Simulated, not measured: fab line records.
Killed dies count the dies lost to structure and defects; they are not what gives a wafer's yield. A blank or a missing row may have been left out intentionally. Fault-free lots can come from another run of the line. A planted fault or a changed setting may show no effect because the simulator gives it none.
fab line records    flow berkeley_cmos170
[record] lots = 5  wafers = 15  last_day = 12
route steps=331 shown PWELL@36
lots untouched by any fault: they come from a run of this same line in which no faults occurred
start_h: the number of hours between the record's first day and the start of the first shown wafer of the lot    wait_h: hours since the lot's step before    " the same as in the row above    L1.1+2: several wafers, shown together as one row    - no value present, or no start provided    * or withheld: withheld    < > ~ a bound
route shown NAME@n: a module of which the file shows steps, and the number in the route of the first    usual: the fault-free wafers' mean and standard deviation    same: alike in all rows    chamber/n: place in a boat    sites: each site's reading    _std_site: the standard deviation of these    _edge_site: mean of outer sites minus mean of inner sites    radius_mm: how far each site lies from the wafer's centre    mask NAME#n: copy n    behind: the tool/chamber that last shaped the wafer    hold: what put the lot on hold/how long, in hours/how the hold closed    device: transistor that didn't switch, given as n, p or np    end of line: tests run on the same wafers once the route is complete    where a step has no rows: the recipe by itself    killed: at the first sort, the dies lost to defects and structure; wafer yield is something else    map: the dies of a wafer, with x for killed, . for not killed, _ for no die there
set.NAME: setting as actually run; set.NAME@STEP: the setting as run at that earlier step    model.NAME: the simulator's own value behind a step, which no gauge read
lots seen at some steps along the route; tables by step, rows by wafer
services: when a tool's chamber went out of use (start_h, in hours from the record's first day, below 0 if earlier), for how many hours, and the reason
[[steps]]
[step UCB170_PWELL_OXIDATION_02]
[recipe] temp_c = 1000  ambient = O2  target_thk_a = 264  ox_time_s = 1260
[step UCB170_PWELL_THK_MEAS_03]
[recipe] reads = SiO2_of_PWELL_OXIDATION_02
[usual] PWELL_OXIDE_THK = 26.3/0.53
lot.wafer  tool           chamber  start_h  wait_h  PWELL_OXIDE_THK[nm]
L326.2     film_metro-04  -        57.80    0.0     27.2
L326.4     "              -        "        "       26.8
L326.6     "              -        "        "       27.0
L325.3     film_metro-01  -        57.81    0.0     26.6
L325.5     "              -        "        "       26.3
L325.6     "              -        "        "       26.6
L334.2     film_metro-01  -        98.07    0.0     25.8
L334.4     "              -        "        "       26.4
L334.6     "              -        "        "       26.5
L343.1     film_metro-01  -        151.77   0.0     26.5
L343.2     "              -        "        "       26.1
L343.6     "              -        "        "       26.3
L344.1     film_metro-02  -        156.87   0.0     26.8
L344.5     "              -        "        "       26.8
L344.6     "              -        "        "       26.8
[step UCB170_PWELL_ANNEAL_04]
[recipe] temp_c = 1000  time_s = 900  ambient = N2
[step UCB170_PWELL_CVD_05]
[recipe] material = Si3N4  target_thk_nm = 220  temp_c = 800  precursor = SiH2Cl2/NH3  time_s = 3300  pressure_mtorr = 200  sih2cl2_flow_sccm = 25  nh3_flow_sccm = 75
[step UCB170_PWELL_THK_MEAS_06]
[recipe] reads = Si3N4_of_PWELL_CVD_05
[usual] PWELL_NITRIDE_THK = 220.5/2.3
lot.wafer  tool           chamber  start_h  wait_h  PWELL_NITRIDE_THK[nm]
L326.2     film_metro-01  -        62.33    0.0     219.5
L326.4     "              -        "        "       217.2
L326.6     "              -        "        "       217.6
L325.3     film_metro-04  -        62.34    0.0     222.9
L325.5     "              -        "        "       222.9
L325.6     "              -        "        "       222.2
L334.2     film_metro-01  -        104.63   0.0     217.8
L334.4     "              -        "        "       217.9
L334.6     "              -        "        "       217.8
L343.1     film_metro-01  -        158.43   0.0     222.4
L343.2     "              -        "        "       221.3
L343.6     "              -        "        "       222.8
L344.1     film_metro-04  -        164.07   0.0     222.5
L344.5     "              -        "        "       224.0
L344.6     "              -        "        "       220.4
[step UCB170_PWELL_HMDS_07]
[recipe] prime_time_s = 60  prime_temp_c = 100
[step UCB170_PWELL_COAT_08]
[recipe] resist = KrF  spin_rpm = 1500  resist_thk_nm = 900
[step UCB170_PWELL_SOFTBAKE_09]
[recipe] resist = KrF  temp_c = 130  time_s = 60
[step UCB170_PWELL_EXPOSE_10]
[recipe] mask_id = PWELL  target_cd_nm = 3000  na = 0.5  sigma_outer = 0.6  source_shape = conventional  dose_mj = 19
[step UCB170_PWELL_PEB_11]
[recipe] peb_temp_c = 130  peb_time_s = withheld  resist = KrF
[step UCB170_PWELL_DEVELOP_12]
[recipe] developer = TMAH  develop_time_s = 45  resist = KrF  dev_temp_c = 21
[step UCB170_PWELL_OVL_MEAS_13]
[usual] PWELL_OVL = 1/5
lot.wafer  tool        chamber  start_h  wait_h  PWELL_OVL[nm]
L325.3     overlay-02  -        63.74    -       -2
L325.5     "           -        "        "       4
L325.6     "           -        "        "       -1
L326.2     overlay-01  -        64.00    -       -1
L326.4     "           -        "        "       6
L326.6     "           -        "        "       1
L334.2     overlay-02  -        106.39   -       2
L334.4     "           -        "        "       8
L334.6     "           -        "        "       3
L343.1     overlay-02  -        159.58   -       -3
L343.2     "           -        "        "       -6
L343.6     "           -        "        "       -7
L344.1     overlay-01  -        165.23   -       9
L344.5     "           -        "        "       -1
L344.6     "           -        "        "       5
[step UCB170_PWELL_ETCH_14]
[recipe] chemistry = CH3F/Ar/O2  target = Si3N4  stop_on = SiO2  CH3F_flow_sccm = 20  Ar_flow_sccm = 50  O2_flow_sccm = 7  pressure_mtorr = 50  rf_w = 450  target_depth_a = 2420  over_etch_frac = 0.1  time_s = 151
[usual] CH3F_flow_sccm = 20.00/0.067  O2_flow_sccm = 7.000/0.017  drypump_motor_current_A = 5.9/0.45  oes_product_au = 0.949/0.015  run_length_s = 179.1/0.38  throttle_valve_pct = 8.02/0.15
lot.wafer  tool         chamber  start_h  wait_h  CH3F_flow_sccm  O2_flow_sccm  drypump_motor_current_A  oes_product_au  rf_hours_counter_h  run_length_s  throttle_valve_pct  model.etch.depth_nm  model.KrF_of_PWELL_COAT_08.thk_nm  model.SiO2_of_PWELL_OXIDATION_02.thk_nm
L325.3     rie_diel-03  1        63.76    0.0     20.04           6.998         5.2                      0.947           136                 179.1         8.14                222.9                722.1                              22.63
L325.5     "            2        "        "       19.93           6.978         6.3                      0.961           -                   179.0         7.91                222.9                720.1                              22.64
L325.6     "            1        "        "       19.97           7.030         5.2                      0.942           -                   179.2         8.14                222.2                721.3                              22.61
L326.2     rie_diel-02  0        64.03    0.0     19.98           7.014         5.7                      0.932           99                  179.0         7.98                219.5                727.3                              23.26
L326.4     "            2        "        "       20.00           6.992         5.5                      0.921           -                   179.2         8.31                217.3                722.1                              22.92
L326.6     "            3        "        "       19.91           6.987         6.4                      0.962           -                   179.3         7.88                217.5                723.1                              22.99
L334.2     rie_diel-03  2        106.42   0.0     20.11           7.029         6.3                      1.031           11                  118.0         7.90                144.9                792.9                              23.6
L334.4     "            1        "        "       20.00           7.024         5.2                      0.941           -                   179.2         8.14                218                  728.6                              22.39
L334.6     "            2        "        "       19.96           7.018         6.3                      1.033           -                   117.9         7.94                144.7                791.1                              24.27
L343.1     rie_diel-04  1        159.61   0.0     19.92           6.998         6.4                      0.935           36                  179.1         7.98                222.4                727.4                              22.81
L343.2     "            3        "        "       19.94           7.019         6.6                      0.957           53                  179.7         7.96                221.3                728.2                              22.02
L343.6     "            1        "        "       19.99           6.990         6.4                      0.945           -                   179.0         8.00                222.8                729.7                              22.63
L344.1     rie_diel-02  3        165.27   0.0     20.04           6.963         6.4                      0.930           0                   179.8         7.85                222.6                728.6                              22.82
L344.5     "            0        "        "       19.93           7.007         5.7                      0.951           -                   178.6         7.97                224                  724.4                              22.89
L344.6     "            3        "        "       19.90           6.984         6.4                      0.918           -                   179.6         7.86                220.4                724.8                              22.87
[step UCB170_PWELL_IMPLANT_15]
[recipe] species = B  dose_cm2 = 5.116e+12  energy_kev = 60  tilt_deg = 7
[step UCB170_PWELL_STRIP_16]
[recipe] chemistry = O2  power_w = 400  pressure_mtorr = 3500  platen_temp_c = withheld  o2_flow_sccm = 400  overash_fraction = 0.5
[usual] drypump_motor_current_A = 5.7/0.38  oes_product_au = 0.721/0.0045  strip_time_to_endpoint_s = 18.06/0.092
lot.wafer  tool             chamber  start_h  wait_h  drypump_motor_current_A  oes_product_au  rf_hours_counter_h  strip_time_to_endpoint_s
L325.3     plasma_asher-02  1        64.04    0.1     6.0                      0.723           -                   18.04
L325.5     "                0        "        "       5.7                      0.723           -                   17.97
L325.6     "                1        "        "       6.0                      0.722           -                   18.00
L326.2     plasma_asher-02  0        64.28    0.1     5.7                      0.731           35                  18.15
L326.4     "                1        "        "       6.0                      0.721           -                   18.05
L326.6     "                0        "        "       5.7                      0.726           -                   18.06
L334.2     plasma_asher-03  1        106.68   0.1     4.8                      0.728           39                  19.73
L334.4     "                1        "        "       4.8                      0.725           -                   18.18
L334.6     "                1        "        "       4.8                      0.721           -                   19.68
L343.1     plasma_asher-01  0        159.86   0.1     5.9                      0.729           6                   18.16
L343.2     "                1        "        "       6.0                      0.718           6                   18.16
L343.6     "                0        "        "       5.9                      0.726           -                   18.21
L344.1     plasma_asher-02  1        165.52   0.1     6.0                      0.721           46                  18.18
L344.5     "                0        "        "       5.7                      0.718           -                   18.10
L344.6     "                1        "        "       6.0                      0.725           -                   18.09
[step UCB170_PWELL_TW_MEAS_17]
[usual] PWELL_TW = 380/3.7
lot.wafer  tool           chamber  start_h  wait_h  PWELL_TW
L325.3     film_metro-02  -        64.13    0.1     380
L325.5     "              -        "        "       382
L325.6     "              -        "        "       382
L326.2     film_metro-02  -        64.39    0.1     383
L326.4     "              -        "        "       380
L326.6     "              -        "        "       380
L334.2     film_metro-02  -        106.79   0.1     383
L334.4     "              -        "        "       383
L334.6     "              -        "        "       382
L343.1     film_metro-01  -        159.96   0.1     379
L343.2     "              -        "        "       379
L343.6     "              -        "        "       379
L344.1     film_metro-04  -        165.62   0.1     376
L344.5     "              -        "        "       374
L344.6     "              -        "        "       373
[[services]]
tool             chamber  start_h  hours  kind
rie_diel-02      1        59.48    -      clean
rie_diel-02      1        59.48    18.5   scheduled_down
rie_diel-02      1        59.48    18.5   vent_cycle
rie_diel-04      0        65.81    3.3    repair
rie_diel-02      2        66.92    9.4    repair
plasma_asher-03  -        84.06    0.4    repair
rie_diel-02      2        90.72    17.1   repair
rie_diel-03      3        100.51   -      clean
rie_diel-03      3        100.51   17.8   scheduled_down
rie_diel-03      3        100.51   17.8   vent_cycle
plasma_asher-01  -        108.75   9.0    pm
plasma_asher-01  0        108.75   9.0    vent_cycle
plasma_asher-01  1        108.75   9.0    vent_cycle
plasma_asher-03  -        118.29   2.1    repair
rie_diel-02      3        125.86   -      clean
rie_diel-02      3        125.86   26.5   scheduled_down
rie_diel-02      3        125.86   26.5   vent_cycle
rie_diel-04      -        128.33   0.6    repair
plasma_asher-03  -        137.25   7.3    repair
rie_diel-03      3        141.79   38.4   repair
plasma_asher-03  -        143.63   2.7    repair
rie_diel-04      2        147.84   1.6    repair
rie_diel-03      1        151.84   20.0   repair
rie_diel-04      2        157.10   15.3   repair
[[key]]
[first_sign] step = UCB170_PWELL_ETCH_14  reading = run_length_s  direction = down  sigmas = 99+  usual = *  struck = *
[effect] step = UCB170_PWELL_ETCH_14  reading = oes_product_au  direction = up  sigmas = 5.6  usual = 0.949  struck = 1.032
[effect] step = UCB170_PWELL_STRIP_16  reading = strip_time_to_endpoint_s  direction = up  sigmas = 18  usual = *  struck = *
[model_effect] step = UCB170_PWELL_ETCH_14  value = etch.depth_nm  without = 217.7  struck = 144.8
met_at UCB170_PWELL_ETCH_14
struck_wafers L334.2,L334.6
later_rows_left_out L334.2,L334.6
sort_left_out L334.2,L334.6
tester_left_out L334
onset_between 63.76 106.42
[fault] kind = process_parameter_drift  tool = rie_diel-03  chamber = 2  onset_h = 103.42  steps = UCB170_PWELL_ETCH_14  channel = time_s  offset = *  shape = step  end_h = 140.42  acts_in = *  stated = *
// tester_left_out: of these lots the tester's yield and bins aren't shown, on N5 and GAA mostly nor the transistor test; their killed dies are dies lost to structure and defects alone, not to doping, threshold or leakage, so they don't give the yield
// sort_left_out: the simulated sort isn't trusted on such a fault, so these wafers' sort isn't shown, and their yield isn't known
// later_rows_left_out: the simulator's readings of these wafers behind a module that went badly wrong aren't trusted and aren't shown, but for the sort
